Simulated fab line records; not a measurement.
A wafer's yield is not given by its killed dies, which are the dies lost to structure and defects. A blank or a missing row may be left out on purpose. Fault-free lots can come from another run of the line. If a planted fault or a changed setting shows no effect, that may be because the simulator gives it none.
Struck lot and sound lot, side by side | flow rit cmos | 17 out of 202 route steps
Sound: these wafers, L419.3, L419.5, L419.6. Struck: wafer L426.5 (L426.1, L426.2, from the same lot, were not struck and are left out); the cause is given at the end.
Per side, at each step with rows, come the tool, then ch with its chambers, and then its first start. Under that, the readings that differ: sound wafers | struck wafers | difference of the means | sigmas: that difference in standard deviations of wafers without a fault.
alike: words and numbers the same on both sides, and readings whose means are apart by under 2 such deviations; not compared: readings that were withheld, readings missing a value for some wafer, numbers with overlapping values and no deviation given by the record, and bounds like >300 which may hide the same value.
Wherever a step has rows on one side only, a row that says differs or no value, or a row with sigmas, the two part there. Numbers that don't overlap but have no deviation are shown without sigmas and don't part them. A reading that every wafer of one side lacks parts them only if that side has two wafers or more.

first, 1 step without rows for these wafers: RIT_PSD_IMPLANT_08.
RIT_PSD_STRIP_09: strips in O2, time 180 s.
  sound on plasma asher-03 ch 0,1, day 3 05:40; struck on plasma asher-01 ch 0, day 4 23:19
  alike: drypump motor current A
  not compared: rf hours counter h
RIT_PSD_TW_MEAS_10:
  sound on film metro-04 at day 3 05:47; struck on film metro-04 at day 4 23:29
  alike: PSD_TW
then, 3 steps without rows for these wafers: RIT_SDANNEAL_CLEAN_00 (cleans in SC1, time 600 s); RIT_SDANNEAL_CLEAN_01 (cleans in dHF, time 30 s); RIT_SDANNEAL_CLEAN_02 (cleans in SC2, time 600 s).
RIT_SDANNEAL_RTA_03: time 5 s.
  sound on rtp anneal-01 ch 0, day 3 06:13; struck on rtp anneal-02 ch 0, day 4 23:55
  alike: anneal temp c max, ramp down c per s, ramp up c per s, wafer_temp_C_max
RIT_SDANNEAL_RS_MEAS_04: measures by four-point-probe.
  sound on film metro-03 at day 3 06:18; struck on film metro-01 at day 4 23:59
  reading         | sound                | struck | difference | sigmas
  PSD_RS (ohm/sq) | 116.15 115.85 115.86 | 115.27 | -0.68      | -3
RIT_SDANNEAL_RS_MEAS_05: measures by four-point-probe.
  sound on film metro-03 at day 3 06:25; struck on film metro-01 at day 5 00:06
  alike: NSD_RS
RIT_SDANNEAL_RS_MEAS_06: measures by four-point-probe.
  sound on film metro-03 at day 3 06:32; struck on film metro-01 at day 5 00:13
  alike: PLDD_RS
RIT_SDANNEAL_RS_MEAS_07: measures by four-point-probe.
  sound on film metro-03 at day 3 06:40; struck on film metro-01 at day 5 00:20
  alike: NLDD_RS
then, 1 step without rows for these wafers: RIT_SILICIDE_WET_ETCH_00 (etches SiO2 in BOE, target depth 14 nm, time 15 s).
RIT_SILICIDE_SPUTTER_01: material Ti, target thk 30 nm, time 240 s.
  sound on pvd sputter-03 at day 3 06:45; struck on pvd sputter-02 at day 5 00:28
  reading                                     | sound             | struck | difference | sigmas
  substrate temp c (C)                        | 24.83 24.94 24.76 | 25.15  | +0.31      | +3
  model.Ti_of_SILICIDE_SPUTTER_01.thk nm (nm) | 29.86 30.22 30.17 | 41.1   | +11.0      |
  alike: throttle valve pct
RIT_SILICIDE_RS_MEAS_02: measures by four-point-probe.
  sound on film metro-04 at day 3 06:56; struck on film metro-04 at day 5 00:37
  reading                 | sound          | struck | difference | sigmas
  SILICIDE_TI_RS (ohm/sq) | 48.2 47.4 47.5 | 32.4   | -15.3      | -21
RIT_SILICIDE_THK_MEAS_03: measures by xrf.
  sound on film metro-04 at day 3 07:02; struck on film metro-04 at day 5 00:44
  reading              | sound          | struck | difference | sigmas
  SILICIDE_TI_THK (nm) | 30.0 30.4 30.3 | 41.1   | +10.9      | +29
RIT_SILICIDE_RTA_04: time 10 s, ramp up 5 s, ramp down 5 s.
  sound on rtp anneal-02 ch 0, day 3 07:06; struck on rtp anneal-01 ch 0, day 5 00:48
  alike: anneal temp c max, wafer_temp_C_max
RIT_M1_PROBE_99:
  sound on prober-01 at day 3 14:16; struck on prober-02 at day 5 10:35
  reading                              | sound             | struck | difference | sigmas
  model.etest.npoly line.line ohm um   | 171.5 169.1 173.2 | 145.8  | -25.5      |
  model.etest.contact pplus.end ohm um | 41.05 42.81 41.45 | 61.88  | +20.11     |
  model.etest.ppoly line.line ohm um   | 161.6 161.8 167.3 | 140.9  | -22.7      |
  model.etest.contact nplus.end ohm um | 40.74 43.24 40.26 | 57.3   | +15.9      |
  model.etest.ppoly line.width nm (nm) | 101.3 101.5 98.82 | 96.12  | -4.42      |
  model.etest.npoly line.width nm (nm) | 100.3 100.6 97.92 | 95.11  | -4.50      |
  model.etest.npoly line.rs ohm sq     | 17.11 16.86 16.95 | 14.02  | -2.95      |
  model.etest.ppoly line.rs ohm sq     | 16.58 16.42 16.39 | 13.76  | -2.70      |
  alike: killed at contacts, killed at front end, killed dies, killed open, killed short

WHERE THEY PART
Last at RIT_SILICIDE_THK_MEAS_03 as far as this record goes, first at RIT_SDANNEAL_RS_MEAS_04. Later steps at which nothing parts them and some readings are alike: RIT_SILICIDE_RTA_04, RIT_M1_PROBE_99.

WHY: what the simulator had put in
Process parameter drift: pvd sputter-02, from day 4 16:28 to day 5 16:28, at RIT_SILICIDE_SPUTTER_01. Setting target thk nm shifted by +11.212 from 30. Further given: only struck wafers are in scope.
